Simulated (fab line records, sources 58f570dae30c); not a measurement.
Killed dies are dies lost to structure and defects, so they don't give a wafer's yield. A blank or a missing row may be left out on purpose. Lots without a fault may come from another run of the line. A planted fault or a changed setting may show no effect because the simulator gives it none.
Problem report in the 8D (eight disciplines) form, filled by code | flow berkeley_cmos170 | the parts of the form that need people (team, actions taken, sign-off) are left out

1. THE PROBLEM
M1_AL_RS at UCB170_M1_RS_MEAS_01 reads a mean of 0.0515 ohm/sq on 1 wafer of 1 lot; wafers without a fault read 0.0482 ohm/sq with a standard deviation of 0.00061. That is +5.4 standard deviations from the usual mean.
The step: measures by four-point-probe.
First seen on wafer L937.5, day 10 21:28, on film_metro-03. The record holds 39 wafers of 13 lots with a number at this step. Rule for "out", or "out of limits": more than 4 standard deviations from the usual mean. The other wafers with a number count as sound.

2. WHAT IT IS AND WHAT IT IS NOT
question                    | is                | is not
which readings at this step | M1_AL_RS          | -
which lots                  | L937              | L917, L918, L919, L920, L921, L923, L924, L925, L926, L927, L929, L939
which wafers of those lots  | L937.5            | L937.3, L937.4
read on which gauges        | film_metro-03     | film_metro-02, film_metro-04
when                        | from day 10 21:28 | up to then (35 sound wafers); but 3 sound wafers of L939 came after

3. SUSPECTS, AND WHAT RULES EACH OUT
Counting: a tool at a process step up to the reading stays a suspect if it ran every lot that is out. Sound lots after the first of them don't rule it out here, since some wafers of a struck lot are sound.
- the gauge at UCB170_M1_RS_MEAS_01: kept. All the wafers that are out were read on film_metro-03, and no step on other tools shows them out.
- rie_diel-01 at UCB170_ZERO_ETCH_06 (etches SiO2 in CHF3/CF4/Ar, time 12 s): kept. It ran the lot that is out, L937 (day 6 01:07); its last sound lot up to then is L929 (day 4 08:30).
- pvd_sputter-02 at UCB170_M1_SPUTTER_00 (material Al, target thk 600 nm, time 80 s): kept. It ran the lot that is out, L937 (day 10 21:22); its last sound lot up to then is L929 (day 9 16:49).
- Within rie_diel-01 at UCB170_ZERO_ETCH_06: the wafers that are out ran in chamber 3; their sound lot-mates ran in chambers 0, 2.
Left after counting: rie_diel-01 at UCB170_ZERO_ETCH_06, pvd_sputter-02 at UCB170_M1_SPUTTER_00, film_metro-03 at UCB170_M1_RS_MEAS_01.

4. THE CAUSE (what the simulator had put in)
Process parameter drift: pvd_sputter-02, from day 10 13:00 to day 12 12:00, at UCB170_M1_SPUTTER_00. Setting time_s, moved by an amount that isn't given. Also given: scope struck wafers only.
Counting left 3 suspects, and this tool is among them.

5. THE CHAIN OF EFFECTS, in route order
Each row: a reading whose mean over the struck wafers that have a number lies more than 3 standard deviations from the usual. Only readings for which the record gives a usual standard deviation are gone through. hours: the time from each lot's start at the first step in this table that gives one to its start at this step, as a median over the lots. sigmas: the change in usual standard deviations.
hours | step                  | reading   | usual         | on struck wafers | change  | sigmas
0     | UCB170_M1_RS_MEAS_01  | M1_AL_RS  | 0.0482 ohm/sq | 0.0515           | +0.0033 | +5.4
5     | UCB170_M1_THK_MEAS_02 | M1_AL_THK | 600 nm        | 562              | -38     | -4.6
Later measuring or inspecting steps at which every struck wafer that the step has a row for has a number for every such reading, and none has moved that far: UCB170_V2_THK_MEAS_04.

6. WHAT WOULD HAVE CAUGHT IT SOONER
In this record the first reading out of limits at a measuring or inspecting step was taken at day 10 21:28, 8 hours after the fault began at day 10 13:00.
Of the tool readings at UCB170_M1_SPUTTER_00 for which the record gives a usual standard deviation, none was out on any struck wafer, so an alarm limit of 4 standard deviations on them would not have fired.
All the lots that are out (1) had begun UCB170_M1_SPUTTER_00 on pvd_sputter-02 by day 10 21:28. A hold on the tool at that time would have spared none of them.
